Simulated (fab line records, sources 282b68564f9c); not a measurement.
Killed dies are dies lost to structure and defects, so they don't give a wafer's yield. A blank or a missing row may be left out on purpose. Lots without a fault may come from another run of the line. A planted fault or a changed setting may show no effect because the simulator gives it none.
fab line records | flow rit_cmos
record lots=6 wafers=18 last_day=7
route steps=202 shown ACTIVE@1 M1@202
lots that met no fault: from a run of the same line without faults
start_h: hours from the record's first day to the start of the lot's first wafer shown | wait_h: hours since the lot's step before | " the same as in the row above | L1.1+2: a row that stands for several wafers | - no value, or no start given | * or withheld: withheld | < > ~ a bound
route shown NAME@n: a module of which the file shows steps, and the number in the route of the first | usual: mean/standard deviation of fault-free wafers | same: alike in all rows | chamber/n: place in a boat | sites: the reading at each site | _std_site: their standard deviation | _edge_site: outer sites' mean less inner sites' | radius_mm: how far each site lies from the wafer's centre | mask NAME#n: copy n | behind: the tool/chamber that last shaped the wafer | hold: why the lot was held/for how many hours/how that ended | device: the transistor (n, p or np) that didn't switch | end of line: the same wafers' tests at the end of the route | a step without rows: its recipe alone | killed: dies lost to structure and defects at the first sort, not the wafer's yield | map: a wafer's dies, x killed, . not, _ none there
set.NAME: the setting as run; set.NAME@STEP: as run at that earlier step | model.NAME: the simulator's own value behind a step, which no gauge read
lots at some steps of the route; a table a step, a row a wafer
services: from which hour (start_h, from the record's first day; less than 0 if before it) a tool's chamber was out of use, for how many hours, and why
## steps
# step RIT_ACTIVE_BOW_MEAS_00
# recipe mode=bow
# usual INCOMING_BOW=1/6.6
# columns lot.wafer tool chamber start_h wait_h INCOMING_BOW[um]
L986.1 film_metro-01 - 25.00 - 2
L986.2 " - " " -1
L986.6 " - " " -16
L987.1 film_metro-01 - 30.00 - -2
L987.2 " - " " -1
L987.6 " - " " -8
L994.1 film_metro-02 - 65.00 - -5
L994.2 " - " " 2
L994.6 " - " " 3
L995.1 film_metro-01 - 70.00 - 0
L995.3 " - " " -3
L995.4 " - " " 2
L103.1 film_metro-01 - 110.00 - 4
L103.2 " - " " -2
L103.4 " - " " -5
L105.3 film_metro-02 - 120.04 - -1
L105.4 " - " " 6
L105.5 " - " " -3
# step RIT_ACTIVE_OXIDATION_01
# recipe temp_c=1000 ambient=O2 target_thk_a=468 ox_time_s=3360
# step RIT_ACTIVE_THK_MEAS_02
# recipe reads=SiO2_of_ACTIVE_OXIDATION_01
# usual ACTIVE_OXIDE_THK=46.9/0.86
# columns lot.wafer tool chamber start_h wait_h ACTIVE_OXIDE_THK[nm]
L986.1 film_metro-01 - 27.45 0.0 45.5
L986.2 " - " " 46.1
L986.6 " - " " 45.3
L987.1 film_metro-03 - 33.03 0.0 46.1
L987.2 " - " " 45.6
L987.6 " - " " 46.0
L994.1 film_metro-02 - 67.17 0.0 47.2
L994.2 " - " " 46.6
L994.6 " - " " 46.9
L995.1 film_metro-02 - 73.03 0.0 48.3
L995.3 " - " " 48.1
L995.4 " - " " 47.6
L103.1 film_metro-03 - 112.05 0.0 47.7
L103.2 " - " " 48.2
L103.4 " - " " 47.8
L105.3 film_metro-01 - 122.07 0.0 47.9
L105.4 " - " " 47.6
L105.5 " - " " 47.0
# step RIT_ACTIVE_CVD_03
# recipe material=Si3N4 target_thk_nm=150 temp_c=810 precursor=SiH2Cl2/NH3 time_s=1500 pressure_mtorr=300 sih2cl2_flow_sccm=60 nh3_flow_sccm=150
# usual sih2cl2_flow_sccm=59.96/0.19 spike_tc_centre_C=812.5/1.7 spike_tc_load_C=833.5/1.4 spike_tc_source_C=831.7/2.8 susceptor_temp_C=810.1/0.39 zone_power_centre_pct=39.0/1.5 zone_power_load_pct=21.5/1.8
# columns lot.wafer tool chamber start_h wait_h sih2cl2_flow_sccm spike_tc_centre_C spike_tc_load_C spike_tc_source_C susceptor_temp_C zone_power_centre_pct zone_power_load_pct model.Si3N4_of_ACTIVE_CVD_03.thk_nm
L986.1 lpcvd-02 1 27.51 0.1 59.98 810.0 832.5 827.9 809.7 38.2 18.9 149.2
L986.2 " 1 " " 59.78 811.2 833.0 828.9 810.7 37.9 19.3 149.1
L986.6 " 1 " " 59.92 812.7 834.2 828.3 810.4 37.7 19.4 148.8
L987.1 lpcvd-01 0 33.09 0.1 59.96 813.4 833.7 830.9 810.5 37.1 24.3 149.5
L987.2 " 0 " " 59.74 813.0 834.2 832.3 809.7 37.3 24.2 150.6
L987.6 " 0 " " 59.84 813.5 834.1 833.5 810.0 36.9 23.8 150.8
L994.1 lpcvd-01 0 67.23 0.1 59.93 878.4 896.6 896.2 874.4 40.6 28.8 249.3
L994.2 " 0 " " 60.17 878.0 898.5 898.1 874.2 40.3 28.4 250.4
L994.6 " 0 " " 59.87 878.7 895.9 896.1 873.9 40.7 28.4 250
L995.1 lpcvd-01 0 73.09 0.1 60.02 877.9 897.4 897.1 874.5 39.4 28.4 252.7
L995.3 " 0 " " 59.83 878.5 898.9 896.0 874.1 39.7 28.9 251.6
L995.4 " 0 " " 59.90 878.6 897.0 894.8 874.3 40.2 29.1 252.4
L103.1 lpcvd-02 0 112.36 0.3 59.85 812.2 834.5 835.3 809.8 40.4 20.9 147.4
L103.2 " 0 " " 60.01 810.0 836.5 832.5 810.3 40.3 21.0 147.6
L103.4 " 0 " " 59.90 810.9 835.7 834.4 810.3 41.1 20.8 147.3
L105.3 lpcvd-02 0 122.11 0.0 60.02 811.1 834.7 832.7 810.5 40.1 20.5 149.7
L105.4 " 0 " " 60.09 809.0 834.0 831.8 810.0 40.4 20.8 150.9
L105.5 " 0 " " 60.11 811.7 835.4 835.2 809.8 41.0 20.8 149.8
# step RIT_ACTIVE_THK_MEAS_04
# recipe reads=Si3N4_of_ACTIVE_CVD_03
# usual ACTIVE_NITRIDE_THK=149.3/1.6
# columns lot.wafer tool chamber start_h wait_h hold ACTIVE_NITRIDE_THK[nm]
L986.1 film_metro-01 - 28.93 0.0 - 149.1
L986.2 " - " " - 149.1
L986.6 " - " " - 148.7
L987.1 film_metro-01 - 34.51 0.0 - 149.6
L987.2 " - " " - 150.6
L987.6 " - " " - 150.9
L994.1 film_metro-03 - 68.64 0.0 await_dispo/0.2h/release 249.4
L994.2 " - " " await_dispo/0.2h/release 250.2
L994.6 " - " " await_dispo/0.2h/release 249.9
L994.1 film_metro-03 - 68.87 0.2 - 249.1
L994.2 " - " " - 250.3
L994.6 " - " " - 250.0
L995.1 film_metro-01 - 74.51 0.0 await_dispo/0.2h/release 253.0
L995.3 " - " " await_dispo/0.2h/release 251.6
L995.4 " - " " await_dispo/0.2h/release 252.3
L995.1 film_metro-01 - 74.73 0.2 - 252.5
L995.3 " - " " - 251.7
L995.4 " - " " - 252.4
L103.1 film_metro-03 - 113.78 0.0 - 147.5
L103.2 " - " " - 147.5
L103.4 " - " " - 147.4
L105.3 film_metro-01 - 124.26 0.0 - 149.8
L105.4 " - " " - 150.9
L105.5 " - " " - 149.7
# step RIT_M1_PROBE_99
# usual defect_limited_yield=97.2/0.95 killed_at_front_end=7.2/2.5 killed_dies=7.3/2.5 killed_open=3.8/1.9 killed_short=3.5/1.8 sort_bin_3_pad_short=0.1/0.23 sort_bin_5_function=1.6/0.74 sort_bin_6_memory=1.0/0.65 sort_n_pass=256.7/2.5 sort_yield_pct=97.2/0.95
# same gross_dies=264 killed_at_M0_to_M3=0 killed_at_M4_up=0 killed_at_back_side=0 killed_at_contacts=0 killed_at_other=0
# columns lot.wafer tool chamber start_h wait_h defect_limited_yield[%] killed_at_front_end killed_dies killed_open killed_short sort_bin_3_pad_short[%] sort_bin_5_function[%] sort_bin_6_memory[%] sort_n_pass sort_yield_pct[%]
L986.1 prober-01 - 73.95 0.1 96.2 10 10 5 5 0.4 2.7 0.8 254.0 96.2
L986.2 prober-01 - 74.00 0.1 98.1 5 5 4 1 0 0.8 1.1 259.0 98.1
L986.6 prober-01 - 74.20 0.2 97.3 7 7 4 3 0 1.9 0.8 257.0 97.3
L987.1 prober-02 - 82.26 0.1 97.3 7 7 4 3 0 0.4 2.3 257.0 97.3
L987.2 prober-02 - 82.31 0.1 99.2 2 2 2 0 0 0.4 0.4 262.0 99.2
L987.6 prober-02 - 82.51 0.2 97.7 6 6 2 4 0.8 1.1 0.4 258.0 97.7
L103.1 prober-02 - 159.91 0.1 97.3 7 7 5 2 0.4 0.4 1.9 257.0 97.3
L103.2 prober-02 - 159.96 0.1 96.2 10 10 8 2 0 2.3 1.5 254.0 96.2
L103.4 prober-02 - 160.06 0.2 98.5 4 4 2 2 0 0.8 0.8 260.0 98.5
L105.3 prober-02 - 172.11 0.2 97.7 6 6 3 3 0.4 1.1 0.8 258.0 97.7
L105.4 prober-02 - 172.16 0.2 96.2 10 10 6 4 0 3.0 0.8 254.0 96.2
L105.5 prober-02 - 172.21 0.2 98.5 4 4 1 3 0 1.5 0 260.0 98.5
# killed by level:class
L986.1 GATE:geometric_particle:short=4 SILICIDE:geometric_particle:open=3 GATE:geometric_particle:open=2 REOX:geometric_particle:short=1
L986.2 FOX1:geometric_particle:open=3 FOX2:geometric_particle:open=1 SILICIDE:geometric_particle:short=1
L986.6 FOX1:geometric_particle:open=1 FOX1:geometric_particle:short=1 FOX2:geometric_particle:open=1 GATE:geometric_particle:open=1 GATE:geometric_particle:short=1 REOX:geometric_particle:short=1 SILICIDE:geometric_particle:open=1
L987.1 GATE:geometric_particle:open=3 GATE:geometric_particle:short=3 SPACER:geometric_particle:open=1
L987.2 GATE:geometric_particle:open=2
L987.6 GATE:geometric_particle:short=3 FOX1:geometric_particle:short=1 FOX1:geometric_particle:open=1 GATE:geometric_particle:open=1
L103.1 SPACER:geometric_particle:open=3 GATE:geometric_particle:short=2 GATE:geometric_particle:open=1 SILICIDE:geometric_particle:open=1
L103.2 GATE:geometric_particle:open=5 SPACER:geometric_particle:open=2 FOX1:geometric_particle:open=1 REOX:geometric_particle:short=1 SPACER:geometric_particle:short=1
L103.4 FOX1:geometric_particle:short=1 REOX:geometric_particle:open=1 SILICIDE:geometric_particle:open=1 SILICIDE:geometric_particle:short=1
L105.3 GATE:geometric_particle:open=3 GATE:geometric_particle:short=3
L105.4 GATE:geometric_particle:open=4 SPACER:geometric_particle:open=2 FOX2:geometric_particle:short=1 GATE:geometric_particle:short=1 REOX:geometric_particle:short=1 SPACER:geometric_particle:short=1
L105.5 GATE:geometric_particle:short=3 REOX:geometric_particle:open=1
## services
# columns tool chamber start_h hours kind
lpcvd-02 - 63.51 6.1 pm
## key
first_sign step=RIT_ACTIVE_CVD_03 reading=susceptor_temp_C direction=up sigmas=99+ usual=* struck=*
effect step=RIT_ACTIVE_CVD_03 reading=spike_tc_load_C direction=up sigmas=47 usual=833.5 struck=897.4
effect step=RIT_ACTIVE_THK_MEAS_04 reading=visit direction=added
effect step=RIT_ACTIVE_THK_MEAS_04 reading=ACTIVE_NITRIDE_THK direction=up sigmas=64 usual=149.3 struck=251.1
model_effect step=RIT_ACTIVE_CVD_03 value=Si3N4_of_ACTIVE_CVD_03.thk_nm without=148.8 struck=251
met_at RIT_ACTIVE_CVD_03
struck_wafers L994.1,L994.2,L994.6,L995.1,L995.3,L995.4
scrapped_behind RIT_ACTIVE_THK_MEAS_04 L994.1,L994.2,L994.6,L995.1,L995.3,L995.4
onset_between 33.09 67.23
fault kind=process_parameter_drift tool=lpcvd-01 chamber=- onset_h=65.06 steps=RIT_ACTIVE_CVD_03 channel=temp_c offset=* shape=step end_h=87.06 acts_in=* stated=*
